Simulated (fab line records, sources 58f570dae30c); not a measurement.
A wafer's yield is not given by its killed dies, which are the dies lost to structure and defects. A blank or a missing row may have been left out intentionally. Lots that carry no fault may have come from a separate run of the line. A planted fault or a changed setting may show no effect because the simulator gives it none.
fab line records -- flow berkeleyCmos170 -- part 1 of 2: steps 1 to 33 of 45
record lots=5, wafers=15, lastDay=13
route steps=331 shown NWELL@30 PWELL@34 WELLDRIVE@55 ACTIVE@60
lots that met no fault: taken from a fault-free run of the same line
startH: hours from the record's first day to the start of the lot's first wafer shown -- waitH: hours elapsed since this lot's preceding step -- " identical to the entry in the row above -- L1.1+2: one row covering several wafers at once -- - no value, or no start given -- * or withheld: withheld -- < > ~ a bound
route shown NAME@n: NAME is a module with steps in the file, n the number in the route of the first one -- usual: average and standard deviation across the fault-free wafers -- same: alike in all rows -- chamber/n: place in a boat -- sites: the reading at each site -- _std_site: standard deviation of those values -- _edge_site: inner sites' mean taken away from outer sites' mean -- radiusMm: how far each site lies from the wafer's centre -- mask NAME#n: copy n -- behind: tool/chamber where the wafer was last shaped -- hold: cause of the lot's hold/its duration in hours/its outcome -- device: which transistor (n, p or np) failed to switch -- end of line: tests run on the same wafers once the route is complete -- where a step has no rows: the recipe by itself -- killed: not the wafer's yield, but the dies lost to structure and defects at the first sort -- map: a wafer's dies, x killed, . not, _ none there
set.NAME: the setting the step ran with; set.NAME@STEP: the setting that earlier step ran with -- model.NAME: the simulator's own value behind a step, which no gauge read
certain route steps with their lots: each step a table, each wafer a row
services: from which hour (startH, from the record's first day; less than 0 if before it) a tool's chamber was out of use, for how many hours, and why
## steps
# step UCB170_NWELL_TW_MEAS_16
# usual NWELL_TW=1249/5.9
lot.wafer,tool,chamber,startH,waitH,NWELL_TW
L077.2,filmMetro-01,-,56.80,0.1,1248
L077.5,filmMetro-01,-,56.80,0.1,1249
L077.6,filmMetro-01,-,56.80,0.1,1244
L083.4,filmMetro-02,-,81.73,0.1,1257
L083.5,filmMetro-02,-,81.73,0.1,1244
L083.6,filmMetro-02,-,81.73,0.1,1255
L085.2,filmMetro-04,-,86.61,0.1,1254
L085.3,filmMetro-04,-,86.61,0.1,1252
L085.5,filmMetro-04,-,86.61,0.1,1256
L088.2,filmMetro-02,-,112.78,0.1,1256
L088.4,filmMetro-02,-,112.78,0.1,1245
L088.5,filmMetro-02,-,112.78,0.1,1240
L095.2,filmMetro-04,-,142.50,0.1,1255
L095.3,filmMetro-04,-,142.50,0.1,1245
L095.5,filmMetro-04,-,142.50,0.1,1255
# step UCB170_NWELL_CLEAN_17
# recipe chemistry=SPM, tempC=120, timeS=600
lot.wafer,tool,chamber,startH,waitH
L077.2+5+6,wetBench-01,2,56.85,0.0
L083.4+5+6,wetBench-01,3,81.86,0.1
L085.2+3+5,wetBench-03,0,86.66,0.0
L088.2+4+5,wetBench-03,0,113.39,0.6
L095.2+3+5,wetBench-01,1,142.55,0.0
# step UCB170_NWELL_WET_ETCH_18
# recipe chemistry=H3PO4, target=Si3N4, tempC=160, timeS=14400
lot.wafer,tool,chamber,startH,waitH
L077.2+5+6,wetBench-01,3,57.03,0.0
L083.4+5+6,wetBench-03,0,82.11,0.1
L085.2+3+5,wetBench-02,2,86.83,0.0
L088.2+4+5,wetBench-02,0,113.99,0.4
L095.2+3+5,wetBench-01,1,142.74,0.0
# step UCB170_NWELL_WET_ETCH_19
# recipe chemistry=BOE, dilution=5:1, target=SiO2, tempC=25, timeS=22
lot.wafer,tool,chamber,startH,waitH
L077.2+5+6,wetBench-01,3,61.04,0.0
L083.4+5+6,wetBench-02,2,86.12,0.0
L085.2+3+5,wetBench-02,3,91.20,0.0
L088.2+4+5,wetBench-03,0,118.37,0.0
L095.2+3+5,wetBench-01,0,147.31,0.2
# step UCB170_PWELL_CLEAN_00
# recipe chemistry=SPM, tempC=120, timeS=600
lot.wafer,tool,chamber,startH,waitH
L077.2+5+6,wetBench-01,3,61.05,0.0
L083.4+5+6,wetBench-03,0,86.13,0.0
L085.2+3+5,wetBench-03,1,91.35,0.1
L088.2+4+5,wetBench-03,2,118.56,0.2
L095.2+3+5,wetBench-01,1,147.52,0.2
# step UCB170_PWELL_CLEAN_01
# recipe chemistry=dHF, dilution=25:1, timeS=60
lot.wafer,tool,chamber,startH,waitH
L077.2+5+6,wetBench-03,3,61.22,0.0
L083.4+5+6,wetBench-01,3,86.31,0.0
L085.2+3+5,wetBench-03,0,91.52,0.0
L088.2+4+5,wetBench-03,1,118.91,0.2
L095.2+3+5,wetBench-01,2,147.90,0.2
# step UCB170_PWELL_OXIDATION_02
# recipe tempC=1000, ambient=O2, targetThkA=264, oxTimeS=1260
# usual spikeTcCentreC=1001.9/1.1
lot.wafer,tool,chamber,startH,waitH,spikeTcCentreC
L077.2,furnace-01,0,66.02,4.8,1001.8
L077.5,furnace-01,0,66.02,4.8,1002.7
L077.6,furnace-01,0,66.02,4.8,1002.1
L083.4,furnace-04,0,92.95,6.6,1001.8
L083.5,furnace-04,0,92.95,6.6,1002.5
L083.6,furnace-04,0,92.95,6.6,1002.8
L085.2,furnace-04,0,92.95,1.4,1002.2
L085.3,furnace-04,0,92.95,1.4,1002.8
L085.5,furnace-04,0,92.95,1.4,1002.2
L088.2,furnace-01,0,121.88,2.9,1003.1
L088.4,furnace-01,0,121.88,2.9,1002.3
L088.5,furnace-01,0,121.88,2.9,1002.2
L095.2,furnace-01,0,154.18,6.3,1001.5
L095.3,furnace-01,0,154.18,6.3,1002.5
L095.5,furnace-01,0,154.18,6.3,1002.3
# step UCB170_PWELL_THK_MEAS_03
# recipe reads=SiO2_of_PWELL_OXIDATION_02
# usual PWELL_OXIDE_THK=26.6/0.72
lot.wafer,tool,chamber,startH,waitH,PWELL_OXIDE_THK[nm]
L077.2,filmMetro-03,-,67.38,0.0,26.0
L077.5,filmMetro-03,-,67.38,0.0,25.6
L077.6,filmMetro-03,-,67.38,0.0,26.4
L083.4,filmMetro-01,-,94.33,0.0,26.8
L083.5,filmMetro-01,-,94.33,0.0,27.1
L083.6,filmMetro-01,-,94.33,0.0,27.4
L085.2,filmMetro-02,-,94.37,0.1,27.2
L085.3,filmMetro-02,-,94.37,0.1,27.5
L085.5,filmMetro-02,-,94.37,0.1,27.5
L088.2,filmMetro-01,-,123.24,0.0,26.0
L088.4,filmMetro-01,-,123.24,0.0,26.1
L088.5,filmMetro-01,-,123.24,0.0,26.1
L095.2,filmMetro-03,-,155.54,0.0,26.7
L095.3,filmMetro-03,-,155.54,0.0,26.8
L095.5,filmMetro-03,-,155.54,0.0,26.7
# step UCB170_PWELL_ANNEAL_04
# recipe tempC=1000, timeS=900, ambient=N2
# usual spikeTcCentreC=1001.7/1.1
lot.wafer,tool,chamber,startH,waitH,spikeTcCentreC
L077.2,furnace-01,0,69.97,2.6,1002.5
L077.5,furnace-01,0,69.97,2.6,1001.6
L077.6,furnace-01,0,69.97,2.6,1001.9
L083.4,furnace-02,0,104.17,9.8,1003.2
L083.5,furnace-02,0,104.17,9.8,1001.4
L083.6,furnace-02,0,104.17,9.8,1001.1
L085.2,furnace-02,0,104.17,9.8,1002.4
L085.3,furnace-02,0,104.17,9.8,1000.4
L085.5,furnace-02,0,104.17,9.8,1000.6
L088.2,furnace-01,0,128.06,4.8,1000.8
L088.4,furnace-01,0,128.06,4.8,1001.7
L088.5,furnace-01,0,128.06,4.8,1001.9
L095.2,furnace-04,0,161.07,5.5,1002.7
L095.3,furnace-04,0,161.07,5.5,1002.9
L095.5,furnace-04,0,161.07,5.5,1001.8
# step UCB170_PWELL_CVD_05
# recipe material=Si3N4, targetThkNm=220, tempC=800, precursor=SiH2Cl2/NH3, timeS=3300, pressureMtorr=200, sih2cl2FlowSccm=25, nh3FlowSccm=75
# usual spikeTcCentreC=803.1/1.2
lot.wafer,tool,chamber,startH,waitH,spikeTcCentreC
L077.2,lpcvd-02,0,71.87,0.6,804.8
L077.5,lpcvd-02,0,71.87,0.6,803.2
L077.6,lpcvd-02,0,71.87,0.6,804.1
L083.4,lpcvd-01,0,105.42,0.0,804.6
L083.5,lpcvd-01,0,105.42,0.0,802.5
L083.6,lpcvd-01,0,105.42,0.0,803.5
L085.2,lpcvd-01,1,105.42,0.0,801.5
L085.3,lpcvd-01,1,105.42,0.0,803.7
L085.5,lpcvd-01,1,105.42,0.0,804.1
L088.2,lpcvd-01,1,129.59,0.3,802.3
L088.4,lpcvd-01,1,129.59,0.3,803.3
L088.5,lpcvd-01,1,129.59,0.3,804.7
L095.2,lpcvd-01,0,162.32,0.0,804.5
L095.3,lpcvd-01,0,162.32,0.0,804.1
L095.5,lpcvd-01,0,162.32,0.0,803.9
# step UCB170_PWELL_THK_MEAS_06
# recipe reads=Si3N4_of_PWELL_CVD_05
# usual PWELL_NITRIDE_THK=219.7/2.2
lot.wafer,tool,chamber,startH,waitH,PWELL_NITRIDE_THK[nm]
L077.2,filmMetro-01,-,73.85,0.1,219.2
L077.5,filmMetro-01,-,73.85,0.1,217.7
L077.6,filmMetro-01,-,73.85,0.1,217.4
L085.2,filmMetro-01,-,107.40,0.1,219.0
L085.3,filmMetro-01,-,107.40,0.1,218.1
L085.5,filmMetro-01,-,107.40,0.1,219.0
L083.4,filmMetro-03,-,107.43,0.1,223.9
L083.5,filmMetro-03,-,107.43,0.1,224.0
L083.6,filmMetro-03,-,107.43,0.1,224.0
L088.2,filmMetro-02,-,131.52,0.0,220.8
L088.4,filmMetro-02,-,131.52,0.0,221.9
L088.5,filmMetro-02,-,131.52,0.0,222.4
L095.2,filmMetro-01,-,165.20,0.0,218.3
L095.3,filmMetro-01,-,165.20,0.0,219.8
L095.5,filmMetro-01,-,165.20,0.0,217.0
# step UCB170_PWELL_HMDS_07
# recipe primeTimeS=60, primeTempC=100
lot.wafer,tool,chamber,startH,waitH
L077.2+5+6,lithoTrack-04,0,74.77,0.9
L085.2+3+5,lithoTrack-03,0,107.87,0.5
L083.4+5+6,lithoTrack-04,0,107.92,0.5
L088.2+4+5,lithoTrack-01,0,131.75,0.2
L095.2+3+5,lithoTrack-03,0,165.45,0.2
# step UCB170_PWELL_COAT_08
# recipe resist=KrF, spinRpm=1500, resistThkNm=900
lot.wafer,tool,chamber,startH,waitH
L077.2+5+6,lithoTrack-04,0,74.92,0.1
L085.2+3+5,lithoTrack-03,0,108.02,0.1
L083.4+5+6,lithoTrack-04,0,108.07,0.1
L088.2+4+5,lithoTrack-01,0,131.90,0.1
L095.2+3+5,lithoTrack-03,0,165.60,0.1
# step UCB170_PWELL_SOFTBAKE_09
# recipe resist=KrF, tempC=130, timeS=60
lot.wafer,tool,chamber,startH,waitH
L077.2+5+6,lithoTrack-04,0,75.07,0.1
L085.2+3+5,lithoTrack-03,0,108.17,0.1
L083.4+5+6,lithoTrack-04,0,108.22,0.1
L088.2+4+5,lithoTrack-01,0,132.05,0.1
L095.2+3+5,lithoTrack-03,0,165.75,0.1
# step UCB170_PWELL_EXPOSE_10
# recipe maskId=PWELL, targetCdNm=3000, na=0.5, sigmaOuter=0.6, sourceShape=conventional, doseMj=19
# usual reticleTempC=23.00/0.11
lot.wafer,tool,chamber,startH,waitH,mask,reticleTempC
L077.2,krfScanner-02,0,75.64,0.5,PWELL#0,23.07
L077.5,krfScanner-02,0,75.64,0.5,PWELL#0,23.05
L077.6,krfScanner-02,0,75.64,0.5,PWELL#0,22.92
L085.2,krfScanner-02,0,108.47,0.3,PWELL#0,22.90
L085.3,krfScanner-02,0,108.47,0.3,PWELL#0,22.95
L085.5,krfScanner-02,0,108.47,0.3,PWELL#0,22.95
L083.4,krfScanner-02,0,108.63,0.4,PWELL#0,23.04
L083.5,krfScanner-02,0,108.63,0.4,PWELL#0,23.06
L083.6,krfScanner-02,0,108.63,0.4,PWELL#0,22.87
L088.2,krfScanner-01,0,132.20,0.1,PWELL#0,22.94
L088.4,krfScanner-01,0,132.20,0.1,PWELL#0,23.04
L088.5,krfScanner-01,0,132.20,0.1,PWELL#0,23.04
L095.2,krfScanner-02,0,166.17,0.4,PWELL#0,23.13
L095.3,krfScanner-02,0,166.17,0.4,PWELL#0,23.30
L095.5,krfScanner-02,0,166.17,0.4,PWELL#0,23.03
# step UCB170_PWELL_PEB_11
# recipe pebTempC=130, pebTimeS=withheld, resist=KrF
lot.wafer,tool,chamber,startH,waitH
L077.2+5+6,lithoTrack-01,0,76.22,0.6
L085.2+3+5,lithoTrack-04,0,108.77,0.3
L083.4+5+6,lithoTrack-04,0,109.10,0.4
L088.2+4+5,lithoTrack-03,0,132.32,0.1
L095.2+3+5,lithoTrack-01,0,166.42,0.2
# step UCB170_PWELL_DEVELOP_12
# recipe developer=TMAH, developTimeS=45, resist=KrF, devTempC=21
# same developTimeS=45
lot.wafer,tool,chamber,startH,waitH
L077.2+5+6,lithoTrack-01,0,-,-
L085.2+3+5,lithoTrack-04,0,-,-
L083.4+5+6,lithoTrack-04,0,-,-
L088.2+4+5,lithoTrack-03,0,-,-
L095.2+3+5,lithoTrack-01,0,-,-
# step UCB170_PWELL_OVL_MEAS_13
# usual PWELL_OVL=-3/6.4
lot.wafer,tool,chamber,startH,waitH,PWELL_OVL[nm]
L077.2,overlay-01,-,76.48,-,-7
L077.5,overlay-01,-,76.48,-,-5
L077.6,overlay-01,-,76.48,-,-2
L085.2,overlay-01,-,109.03,-,-20
L085.3,overlay-01,-,109.03,-,-12
L085.5,overlay-01,-,109.03,-,-13
L083.4,overlay-02,-,109.31,-,0
L083.5,overlay-02,-,109.31,-,-6
L083.6,overlay-02,-,109.31,-,-2
L088.2,overlay-01,-,132.58,-,-1
L088.4,overlay-01,-,132.58,-,0
L088.5,overlay-01,-,132.58,-,-2
L095.2,overlay-01,-,166.68,-,3
L095.3,overlay-01,-,166.68,-,-2
L095.5,overlay-01,-,166.68,-,-1
# step UCB170_PWELL_ETCH_14
# recipe chemistry=CH3F/Ar/O2, target=Si3N4, stopOn=SiO2, CH3F_flow_sccm=20, Ar_flow_sccm=50, O2_flow_sccm=7, pressureMtorr=50, rfW=450, targetDepthA=2420, overEtchFrac=0.1, timeS=151
# usual drypumpMotorCurrentA=5.8/0.44, oesProductAu=0.945/0.016, throttleValvePct=8.06/0.11
lot.wafer,tool,chamber,startH,waitH,drypumpMotorCurrentA,oesProductAu,rfHoursCounterH,throttleValvePct
L077.2,rieDiel-03,2,76.51,0.0,5.5,0.941,167,8.25
L077.5,rieDiel-03,0,76.51,0.0,5.9,0.930,-,8.12
L077.6,rieDiel-03,1,76.51,0.0,6.5,0.923,-,7.90
L085.2,rieDiel-02,0,109.06,0.0,5.9,0.943,27,8.04
L085.3,rieDiel-02,3,109.06,0.0,5.7,0.958,103,8.11
L085.5,rieDiel-02,2,109.06,0.0,5.3,0.942,-,7.91
L083.4,rieDiel-01,2,109.33,0.0,5.0,0.979,144,8.13
L083.5,rieDiel-01,0,109.33,0.0,5.8,0.945,-,7.95
L083.6,rieDiel-01,3,109.33,0.0,5.4,0.952,-,8.21
L088.2,rieDiel-01,3,132.61,0.0,5.4,0.960,75,8.23
L088.4,rieDiel-01,0,132.61,0.0,5.8,0.952,131,7.95
L088.5,rieDiel-01,1,132.61,0.0,6.0,0.932,-,8.09
L095.2,rieDiel-02,3,166.71,0.0,5.7,0.965,106,8.12
L095.3,rieDiel-02,0,166.71,0.0,5.9,0.941,30,8.06
L095.5,rieDiel-02,0,166.71,0.0,5.9,0.937,-,8.04
# step UCB170_PWELL_IMPLANT_15
# recipe species=B, doseCm2=5e+12, energyKev=60, tiltDeg=7
lot.wafer,tool,chamber,startH,waitH
L077.2+5+6,implanter-02,0,76.63,0.1
L085.2+3+5,implanter-03,0,109.18,0.1
L083.4+5+6,implanter-02,0,109.51,0.1
L088.2+4+5,implanter-01,0,132.73,0.1
L095.2+3+5,implanter-02,0,166.83,0.1
# step UCB170_PWELL_STRIP_16
# recipe chemistry=O2, powerW=400, pressureMtorr=3500, platenTempC=withheld, o2FlowSccm=400, overashFraction=0.5
# usual drypumpMotorCurrentA=5.69/0.3, oesProductAu=0.721/0.0048, stripTimeToEndpointS=18.10/0.057
lot.wafer,tool,chamber,startH,waitH,drypumpMotorCurrentA,oesProductAu,rfHoursCounterH,stripTimeToEndpointS
L077.2,plasmaAsher-01,1,76.76,0.1,5.72,0.717,31,18.03
L077.5,plasmaAsher-01,0,76.76,0.1,5.65,0.718,-,18.10
L077.6,plasmaAsher-01,1,76.76,0.1,5.72,0.710,-,17.98
L085.2,plasmaAsher-02,0,109.31,0.1,5.55,0.725,39,18.19
L085.3,plasmaAsher-02,0,109.31,0.1,5.52,0.720,-,18.10
L085.5,plasmaAsher-02,1,109.31,0.1,5.24,0.724,-,18.11
L083.4,plasmaAsher-01,0,109.62,0.1,5.64,0.713,-,18.10
L083.5,plasmaAsher-01,0,109.62,0.1,5.64,0.727,-,18.10
L083.6,plasmaAsher-01,1,109.62,0.1,5.72,0.721,-,18.10
L088.2,plasmaAsher-04,1,132.86,0.1,6.31,0.726,2,18.05
L088.4,plasmaAsher-04,1,132.86,0.1,6.30,0.719,-,18.25
L088.5,plasmaAsher-04,0,132.86,0.1,5.87,0.718,-,18.05
L095.2,plasmaAsher-02,0,166.96,0.1,5.52,0.717,47,18.11
L095.3,plasmaAsher-02,1,166.96,0.1,5.22,0.716,-,18.03
L095.5,plasmaAsher-02,1,166.96,0.1,5.20,0.723,-,18.07
# step UCB170_PWELL_TW_MEAS_17
# usual PWELL_TW=378.6/1.6
lot.wafer,tool,chamber,startH,waitH,PWELL_TW
L077.2,filmMetro-02,-,76.87,0.1,378.5
L077.5,filmMetro-02,-,76.87,0.1,380.0
L077.6,filmMetro-02,-,76.87,0.1,379.5
L085.2,filmMetro-01,-,109.42,0.1,379.7
L085.3,filmMetro-01,-,109.42,0.1,382.1
L085.5,filmMetro-01,-,109.42,0.1,382.1
L083.4,filmMetro-02,-,109.71,0.1,379.8
L083.5,filmMetro-02,-,109.71,0.1,377.5
L083.6,filmMetro-02,-,109.71,0.1,379.4
L088.2,filmMetro-01,-,132.97,0.1,377.1
L088.4,filmMetro-01,-,132.97,0.1,378.2
L088.5,filmMetro-01,-,132.97,0.1,377.4
L095.2,filmMetro-02,-,167.07,0.1,379.9
L095.3,filmMetro-02,-,167.07,0.1,378.3
L095.5,filmMetro-02,-,167.07,0.1,377.9
# step UCB170_PWELL_CLEAN_18
# recipe chemistry=SPM, tempC=120, timeS=600
lot.wafer,tool,chamber,startH,waitH
L077.2+5+6,wetBench-03,3,77.93,1.1
L085.2+3+5,wetBench-01,3,109.47,0.0
L083.4+5+6,wetBench-03,3,113.21,3.5
L088.2+4+5,wetBench-03,3,136.23,3.3
L095.2+3+5,wetBench-03,2,167.12,0.0
# step UCB170_PWELL_WET_ETCH_19
# recipe chemistry=H3PO4, target=Si3N4, tempC=160, timeS=14400
lot.wafer,tool,chamber,startH,waitH
L077.2+5+6,wetBench-02,0,80.04,1.9
L085.2+3+5,wetBench-01,0,109.66,0.0
L083.4+5+6,wetBench-03,3,113.75,0.4
L088.2+4+5,wetBench-03,2,136.62,0.2
L095.2+3+5,wetBench-02,0,167.29,0.0
# step UCB170_PWELL_WET_ETCH_20
# recipe chemistry=BOE, dilution=5:1, target=SiO2, tempC=25, timeS=22
lot.wafer,tool,chamber,startH,waitH
L077.2+5+6,wetBench-02,3,84.24,0.2
L085.2+3+5,wetBench-01,0,114.21,0.2
L083.4+5+6,wetBench-03,3,118.35,0.6
L088.2+4+5,wetBench-02,2,140.83,0.2
L095.2+3+5,wetBench-02,3,171.47,0.2
# step UCB170_WELLDRIVE_CLEAN_00
# recipe chemistry=SPM, tempC=120, timeS=600
lot.wafer,tool,chamber,startH,waitH
L077.2+5+6,wetBench-02,0,84.46,0.2
L085.2+3+5,wetBench-01,0,114.26,0.0
L083.4+5+6,wetBench-03,3,118.38,0.0
L088.2+4+5,wetBench-02,3,140.85,0.0
L095.2+3+5,wetBench-01,2,171.62,0.1
# step UCB170_WELLDRIVE_OXIDATION_01
# recipe tempC=1100, ambient=O2, targetThkA=1990, oxTimeS=9000
# usual spikeTcCentreC=1101.9/1.1
lot.wafer,tool,chamber,startH,waitH,spikeTcCentreC
L077.2,furnace-02,0,88.15,3.5,1100.9
L077.5,furnace-02,0,88.15,3.5,1101.9
L077.6,furnace-02,0,88.15,3.5,1099.0
L085.2,furnace-02,0,114.52,0.1,1102.6
L085.3,furnace-02,0,114.52,0.1,1102.1
L085.5,furnace-02,0,114.52,0.1,1100.2
L083.4,furnace-02,0,120.77,2.2,1101.4
L083.5,furnace-02,0,120.77,2.2,1101.0
L083.6,furnace-02,0,120.77,2.2,1102.1
L088.2,furnace-04,0,143.90,2.9,1102.9
L088.4,furnace-04,0,143.90,2.9,1103.6
L088.5,furnace-04,0,143.90,2.9,1103.1
L095.2,furnace-04,0,174.60,2.8,1102.8
L095.3,furnace-04,0,174.60,2.8,1102.1
L095.5,furnace-04,0,174.60,2.8,1102.3
# step UCB170_WELLDRIVE_THK_MEAS_02
# recipe reads=SiO2_of_WELLDRIVE_OXIDATION_01
# usual WELLDRIVE_OXIDE_THK=200/4.1
lot.wafer,tool,chamber,startH,waitH,WELLDRIVE_OXIDE_THK[nm]
L077.2,filmMetro-03,-,91.66,0.0,197
L077.5,filmMetro-03,-,91.66,0.0,200
L077.6,filmMetro-03,-,91.66,0.0,197
L085.2,filmMetro-02,-,118.04,0.0,195
L085.3,filmMetro-02,-,118.04,0.0,194
L085.5,filmMetro-02,-,118.04,0.0,193
L083.4,filmMetro-03,-,124.30,0.0,193
L083.5,filmMetro-03,-,124.30,0.0,192
L083.6,filmMetro-03,-,124.30,0.0,192
L088.2,filmMetro-02,-,147.41,0.0,203
L088.4,filmMetro-02,-,147.41,0.0,204
L088.5,filmMetro-02,-,147.41,0.0,202
L095.2,filmMetro-02,-,178.11,0.0,202
L095.3,filmMetro-02,-,178.11,0.0,200
L095.5,filmMetro-02,-,178.11,0.0,203
# step UCB170_WELLDRIVE_ANNEAL_03
# recipe tempC=1100, timeS=900, ambient=N2
# usual spikeTcCentreC=1101.8/1.1
lot.wafer,tool,chamber,startH,waitH,spikeTcCentreC
L077.2,furnace-02,0,101.57,9.9,1101.9
L077.5,furnace-02,0,101.57,9.9,1101.5
L077.6,furnace-02,0,101.57,9.9,1102.2
L085.2,furnace-02,0,119.52,1.5,1100.4
L085.3,furnace-02,0,119.52,1.5,1101.4
L085.5,furnace-02,0,119.52,1.5,1101.4
L083.4,furnace-04,0,129.00,4.7,1102.4
L083.5,furnace-04,0,129.00,4.7,1103.0
L083.6,furnace-04,0,129.00,4.7,1104.8
L088.2,furnace-01,0,152.93,5.5,1103.0
L088.4,furnace-01,0,152.93,5.5,1099.0
L088.5,furnace-01,0,152.93,5.5,1102.6
L095.2,furnace-04,0,180.79,2.7,1102.8
L095.3,furnace-04,0,180.79,2.7,1103.2
L095.5,furnace-04,0,180.79,2.7,1103.2
# step UCB170_WELLDRIVE_WET_ETCH_04
# recipe chemistry=BOE, dilution=5:1, target=SiO2, tempC=25, timeS=120
lot.wafer,tool,chamber,startH,waitH
L077.2+5+6,wetBench-02,3,102.82,0.0
L085.2+3+5,wetBench-01,3,121.08,0.3
L083.4+5+6,wetBench-01,3,130.25,0.0
L088.2+4+5,wetBench-01,3,154.24,0.1
L095.2+3+5,wetBench-01,0,182.57,0.5
# step UCB170_ACTIVE_CLEAN_00
# recipe chemistry=SPM, tempC=120, timeS=600
lot.wafer,tool,chamber,startH,waitH
L077.2+5+6,wetBench-02,0,102.91,0.0
L085.2+3+5,wetBench-01,3,121.30,0.2
L083.4+5+6,wetBench-03,2,130.29,0.0
L088.2+4+5,wetBench-01,1,154.29,0.0
L095.2+3+5,wetBench-01,1,182.97,0.3
# step UCB170_ACTIVE_CLEAN_01
# recipe chemistry=dHF, dilution=25:1, timeS=60
lot.wafer,tool,chamber,startH,waitH
L077.2+5+6,wetBench-01,1,103.15,0.1
L085.2+3+5,wetBench-01,3,121.47,0.0
L083.4+5+6,wetBench-01,1,130.48,0.0
L088.2+4+5,wetBench-03,0,154.46,0.0
L095.2+3+5,wetBench-02,0,183.29,0.2
# step UCB170_ACTIVE_OXIDATION_02
# recipe tempC=1000, ambient=O2, targetThkA=264, oxTimeS=1260
# usual spikeTcCentreC=1002.0/1.3
lot.wafer,tool,chamber,startH,waitH,spikeTcCentreC
L077.2,furnace-02,0,108.17,5.0,1001.7
L077.5,furnace-02,0,108.17,5.0,999.9
L077.6,furnace-02,0,108.17,5.0,1000.1
L085.2,furnace-04,0,124.82,3.3,1003.6
L085.3,furnace-04,0,124.82,3.3,1002.9
L085.5,furnace-04,0,124.82,3.3,1002.0
L083.4,furnace-04,0,134.60,4.1,1001.6
L083.5,furnace-04,0,134.60,4.1,1003.9
L083.6,furnace-04,0,134.60,4.1,1002.2
L088.2,furnace-02,0,157.61,3.1,1000.6
L088.4,furnace-02,0,157.61,3.1,1001.5
L088.5,furnace-02,0,157.61,3.1,1001.2
L095.2,furnace-04,0,186.14,2.8,1002.1
L095.3,furnace-04,0,186.14,2.8,1002.6
L095.5,furnace-04,0,186.14,2.8,1002.1
